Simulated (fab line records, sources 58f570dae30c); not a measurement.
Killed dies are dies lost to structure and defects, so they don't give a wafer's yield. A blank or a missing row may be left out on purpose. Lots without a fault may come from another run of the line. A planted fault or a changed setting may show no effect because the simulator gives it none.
Split-lot experiment | flow berkeley_cmos170 | 5 lots, 23 wafers read, on a route of 331 steps

THE SPLIT
At UCB170_M1_EXPOSE_06 (exposes mask METAL1, target cd 700 nm), the setting dose_mj was moved away from the recipe's 21 on 7 of the 23 wafers read, by -3.6% to +5.1%. The other wafers ran this setting at the recipe's value.

FROM THE SPLIT TO THE READING: what the file shows between them, 2 steps
- UCB170_M1_PEB_07
- UCB170_M1_DEVELOP_08: develop time 45 s

THE READING
cd_nm, in nm, at UCB170_M1_CD_MEAS_09 (target cd 700 nm). Fault-free wafers of this fab line usually give 700.1 nm, standard deviation 1.9 nm.

wafer  | tool, chamber at the split | dose_mj as run | against the recipe | cd_nm, nm | against lot-mates on the recipe
L074.1 | krf_scanner-02, 0          | 21             | recipe             | 704.2     | -
L074.2 | krf_scanner-02, 0          | 21.81          | +3.9%              | 697.8     | -6.0
L074.3 | krf_scanner-02, 0          | 21             | recipe             | 704.8     | -
L074.5 | krf_scanner-02, 0          | 21             | recipe             | 702.5     | -
L074.6 | krf_scanner-02, 0          | 21.81          | +3.9%              | 696.7     | -7.1
L077.1 | krf_scanner-02, 0          | 21             | recipe             | 701.6     | -
L077.2 | krf_scanner-02, 0          | 21             | recipe             | 699.0     | -
L077.3 | krf_scanner-02, 0          | 21             | recipe             | 699.9     | -
L077.4 | krf_scanner-02, 0          | 21             | recipe             | 699.7     | -
L077.5 | krf_scanner-02, 0          | 21             | recipe             | 698.0     | -
L079.1 | krf_scanner-02, 0          | 21             | recipe             | 701.0     | -
L079.3 | krf_scanner-02, 0          | 21             | recipe             | 700.5     | -
L079.6 | krf_scanner-02, 0          | 21             | recipe             | 700.6     | -
L082.1 | krf_scanner-02, 0          | 22.08          | +5.1%              | 689.9     | -8.4
L082.2 | krf_scanner-02, 0          | 21             | recipe             | 698.8     | -
L082.3 | krf_scanner-02, 0          | 21             | recipe             | 697.7     | -
L082.4 | krf_scanner-02, 0          | 22.08          | +5.1%              | 689.4     | -8.9
L082.5 | krf_scanner-02, 0          | 22.08          | +5.1%              | 689.1     | -9.1
L085.1 | krf_scanner-01, 0          | 20.24          | -3.6%              | 705.6     | +5.9
L085.2 | krf_scanner-01, 0          | 21             | recipe             | 700.4     | -
L085.3 | krf_scanner-01, 0          | 20.24          | -3.6%              | 704.9     | +5.2
L085.4 | krf_scanner-01, 0          | 21             | recipe             | 698.6     | -
L085.5 | krf_scanner-01, 0          | 21             | recipe             | 700.0     | -

THE FIT
A straight line over all 23 wafers: cd_nm changes by -1.68 nm for each +1% of dose_mj; r = -0.88; the points scatter about the line by 2.2 nm.
The same after taking each lot's own level away (the mean of its wafers on the recipe; 23 wafers): -1.67 nm for each +1%; r = -0.98; scatter 0.82 nm.
On that fit, the largest move of dose_mj shifts the reading by 8.6 nm.
The lots' own levels span 698.25 to 703.83 nm, that is 2.9 times the standard deviation above.
So the lot-to-lot level changes the slope little: the two slopes agree.
Check: with one of the wafers moved furthest among these (+5.1%) left out of the fit, the line predicts -8.73 nm for it against its lot-mates. It came out at -8.35 nm against them.

THE WHOLE CHAIN: every reading that the file lists as answering this split, in the file's order
step                 | what it does         | reading                                                   | change (the file's fit)              | r (the file's)
UCB170_M1_CD_MEAS_09 | target cd 700 nm     | cd_nm                                                     | -1.67 nm for each +1% of the setting | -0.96
UCB170_M1_ETCH_11    | etches BARC in N2/H2 | M1.cd_nm (the simulator's own value, which no gauge read) | -1.79 nm for each +1% of the setting | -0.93

THE FILE'S OWN FIT
cd_nm changes by -1.67 nm for each +1% of dose_mj, r = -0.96.
